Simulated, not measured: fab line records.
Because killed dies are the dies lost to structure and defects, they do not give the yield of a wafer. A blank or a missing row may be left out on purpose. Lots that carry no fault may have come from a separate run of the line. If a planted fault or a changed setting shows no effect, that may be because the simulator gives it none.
Problem report, 8D (eight disciplines) form, completed by code    flow berkeley_cmos170    the parts of the form that need people (team, actions taken, sign-off) are left out

== 1. THE ISSUE ==
Wafers free of any fault read 75.6 ohm/sq (standard deviation 0.32) for PSD_RS at UCB170_SDANNEAL_RS_MEAS_02, against a mean of 65.3 ohm/sq on 6 wafers of 2 lots. Measured from the usual mean, that is -32 standard deviations.
The step: measures by four-point-probe.
Earliest sighting: wafer L314.2 on film_metro-02 at day 9 16:40. The record holds 42 wafers of 14 lots with a number at this step. Rule for "out", or "out of limits": more than 4 standard deviations from the usual mean. All remaining wafers that have a number are taken as sound.

== 2. WHAT IT IS, AND WHAT IT ISN'T ==
question                     is                            is not
which readings at this step  PSD_RS                        -
which lots                   L314, L315                    L307, L308, L310, L316, L317, L319, L321, L323, L324, L325, L327, L329
which wafers of those lots   all that have a number        -
read on which gauges         film_metro-02, film_metro-04  film_metro-03
when                         from day 9 16:40              up to then (9 sound wafers); but 27 sound wafers of L316, L317, L319, L321, L323, L324, L325, L327, L329 came after

== 3. THE SUSPECTS, EACH WITH WHAT RULES IT OUT ==
Counting: a tool at any process step up to the reading remains a suspect when it ran all the lots that are out and ran no sound lot after the first of those.
- the gauge at UCB170_SDANNEAL_RS_MEAS_02: ruled out. 2 gauges (film_metro-02, film_metro-04) read the wafers that are out.
- rtp_anneal-01 at UCB170_SDANNEAL_RTA_01 (time 5 s): kept. Every lot that is out went through it, starting with L314 (day 9 16:36), and after that it ran no sound lot; the last sound lot it ran before then is L310 (day 8 10:10). Its own lamp_power_pct, wafer_temp_C_max readings are out on those wafers.
After counting, what remains is rtp_anneal-01 at UCB170_SDANNEAL_RTA_01.

== 4. THE CAUSE (what the simulator had put in) ==
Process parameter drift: rtp_anneal-01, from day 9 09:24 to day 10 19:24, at UCB170_SDANNEAL_RTA_01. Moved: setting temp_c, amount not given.
Counting left only this tool.

== 5. THE EFFECT CHAIN, in route order ==
Rows list readings where the struck wafers' mean (over those with a number) sits beyond 3 standard deviations from the usual. Readings are gone through only where the record gives a usual standard deviation; hours: the median, over the lots, of the time from a lot's start at the first step in this table giving one to that lot's start at this step; sigmas: the change measured in usual standard deviations.
hours  step                        reading           usual          on struck wafers  change  sigmas
0      UCB170_SDANNEAL_RTA_01      lamp_power_pct    44.4 %         47.8              +3.4    +9.0
0      UCB170_SDANNEAL_RTA_01      wafer_temp_C_max  1054.0         1079.8            +25.8   +27
0      UCB170_SDANNEAL_RS_MEAS_02  PSD_RS            75.6 ohm/sq    65.3              -10.3   -32
3      UCB170_SDANNEAL_RS_MEAS_03  NSD_RS            37.29 ohm/sq   35.73             -1.56   -17
5      UCB170_SDANNEAL_RS_MEAS_04  PLDD_RS           1031.9 ohm/sq  1011.5            -20.4   -7.0
It contains these process steps:
- UCB170_SDANNEAL_RTA_01: time 5 s.

== 6. HOW IT WOULD HAVE BEEN CAUGHT EARLIER ==
The first out-of-limits reading at a measuring or inspecting step in this record came at day 9 16:40, 7 hours after the fault's start at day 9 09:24.
Tool's own readings at UCB170_SDANNEAL_RTA_01, lamp_power_pct, wafer_temp_C_max: out on all struck wafers the step has rows for; an alarm limit on them would have tripped on the first.
Of the lots that are out (2), L315 began UCB170_SDANNEAL_RTA_01 on rtp_anneal-01 after day 9 16:40. Holding the tool at that time would have saved it.
